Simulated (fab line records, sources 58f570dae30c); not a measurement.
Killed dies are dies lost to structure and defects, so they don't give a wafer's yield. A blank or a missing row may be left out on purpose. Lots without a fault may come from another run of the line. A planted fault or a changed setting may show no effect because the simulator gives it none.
Which tool did it? | flow berkeley_cmos170 | 15 lots, 45 wafers sampled, at 4 steps of a route of 331

WHAT THE GAUGES READ, wafer by wafer
UCB170_NVT_TW_MEAS_09.
lot  | measured     | on            | NVT_TW
L189 | day 6 11:28  | film_metro-03 | 530 529 531
L188 | day 6 11:39  | film_metro-04 | 527 525 526
L190 | day 6 21:52  | film_metro-03 | 532 530 530
L191 | day 7 11:16  | film_metro-02 | 519 519 519
L192 | day 7 11:32  | film_metro-04 | 527 527 526
L195 | day 7 22:50  | film_metro-04 | 526 528 527
L196 | day 8 18:43  | film_metro-02 | 523 523 525
L197 | day 8 18:52  | film_metro-03 | 529 530 529
L198 | day 9 05:29  | film_metro-04 | 524 528 522
L199 | day 9 05:35  | film_metro-03 | 536 529 531
L201 | day 9 05:50  | film_metro-02 | 523 522 526
L200 | day 9 06:11  | film_metro-04 | 523 523 523
L204 | day 10 06:43 | film_metro-03 | 526 527 530
L207 | day 10 19:35 | film_metro-04 | 527 523 527
L209 | day 11 18:23 | film_metro-04 | 527 528 529

UCB170_PSD_OVL_MEAS_07.
lot  | measured     | on         | PSD_OVL (nm)
L189 | day 7 17:39  | overlay-02 | -13 -2 -4
L188 | day 7 17:56  | overlay-01 | 2 3 -6
L190 | day 8 01:58  | overlay-02 | -3 -4 -4
L191 | day 8 16:17  | overlay-02 | 7 5 2
L192 | day 8 16:19  | overlay-01 | -7 -3 0
L195 | day 9 10:32  | overlay-02 | -5 -11 -12
L196 | day 10 13:31 | overlay-01 | 4 7 1
L197 | day 10 14:24 | overlay-02 | -165 -162 -168
L198 | day 10 13:40 | overlay-02 | -168 -163 -163
L199 | day 10 14:14 | overlay-01 | -163 -174 -165
L201 | day 10 14:11 | overlay-02 | -10 -5 -6
L200 | day 10 14:31 | overlay-01 | -9 -10 -3
L204 | day 11 11:22 | overlay-01 | 5 1 -14
L207 | day 12 01:44 | overlay-02 | -4 -4 -13
L209 | day 12 22:19 | overlay-02 | -6 -2 0

UCB170_NSD_TW_MEAS_10.
lot  | measured     | on            | NSD_TW
L189 | day 7 19:35  | film_metro-01 | 4178 4182 4202
L188 | day 7 19:50  | film_metro-03 | 4211 4221 4219
L190 | day 8 04:13  | film_metro-02 | 4166 4200 4189
L191 | day 8 18:17  | film_metro-02 | 4179 4180 4186
L192 | day 8 18:33  | film_metro-01 | 4186 4152 4178
L195 | day 9 12:19  | film_metro-02 | 4192 4174 4206
L196 | day 10 16:27 | film_metro-01 | 4174 4192 4179
L197 | day 10 16:58 | film_metro-02 | 4137 4129 4151
L198 | day 10 16:40 | film_metro-02 | 4158 4169 4162
L199 | day 10 16:49 | film_metro-02 | 4129 4155 4165
L201 | day 10 16:47 | film_metro-01 | 4181 4189 4199
L200 | day 10 17:05 | film_metro-01 | 4178 4178 4188
L204 | day 11 15:34 | film_metro-02 | 4182 4168 4188
L207 | day 12 05:20 | film_metro-03 | 4248 4247 4226
L209 | day 13 00:55 | film_metro-01 | 4162 4184 4168

WHICH TOOL RAN EACH LOT (tool, then ch and the chambers of the sampled wafers, then the start)
lot  | UCB170_PSD_EXPOSE_03
L189 | krf_scanner-02 ch 0, day 7 16:59
L188 | krf_scanner-01 ch 0, day 7 17:20
L190 | krf_scanner-02 ch 0, day 8 01:15
L191 | krf_scanner-02 ch 0, day 8 15:28
L192 | krf_scanner-01 ch 0, day 8 15:41
L195 | krf_scanner-02 ch 0, day 9 10:02
L196 | krf_scanner-01 ch 0, day 10 12:08
L197 | krf_scanner-02 ch 0, day 10 13:01
L198 | krf_scanner-02 ch 0, day 10 12:24
L199 | krf_scanner-02 ch 0, day 10 12:52
L201 | krf_scanner-01 ch 0, day 10 12:38
L200 | krf_scanner-01 ch 0, day 10 13:18
L204 | krf_scanner-01 ch 0, day 11 10:23
L207 | krf_scanner-01 ch 0, day 12 01:14
L209 | krf_scanner-01 ch 0, day 12 21:37
- UCB170_PSD_EXPOSE_03: exposes mask PSELECT MOD, target cd 1200 nm.

WHAT THE TOOLS THEMSELVES READ (means of the sampled wafers that have a number; where no wafer has one, the mark that the record gives instead)
The record holds no such reading with a usual standard deviation.

THE ANSWER, worked out from the rows above alone
Rule: what is usual is taken from the lots themselves. Put in order of their means at a reading, lots are off if they are a third of the lots or fewer, leave a main group of 4 or more, and stand apart from it by a gap of 3 or more times the standard deviation of the main group's means; of several such gaps the widest counts. A main group whose means are all the same, to the digits that the tables above print for the reading, isn't used. A lot without any number at a reading at which 4 lots or more have one is off too. The other lots that the step has rows for count as sound. The gauges are gone through in route order, then the tools' own readings, and for those a lot's mean is taken as printed above. The first step at which some lot is off is used, and at that step the reading that is off furthest; a lot without a number counts as furthest.
Off: L197, L198, L199, at UCB170_PSD_OVL_MEAS_07 (PSD_OVL). The main group: mean -3 nm, standard deviation 4.2.
A tool fits if, at a process step before that reading, it ran every lot that is off, and no sound lot after the first of them. The gauges at UCB170_PSD_OVL_MEAS_07 are tried like those tools. One fits: krf_scanner-02 at UCB170_PSD_EXPOSE_03. Its last sound lot is L195 (day 9 10:02), its first lot that is off L198 (day 10 12:24): a fault that began between those two fits.

WHAT THE SIMULATOR HAD PUT IN
Scanner matching overlay: krf_scanner-02, from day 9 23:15 on, at UCB170_PSD_EXPOSE_03. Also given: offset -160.
Lots struck among those shown: L197, L198, L199. The rule above found the same.
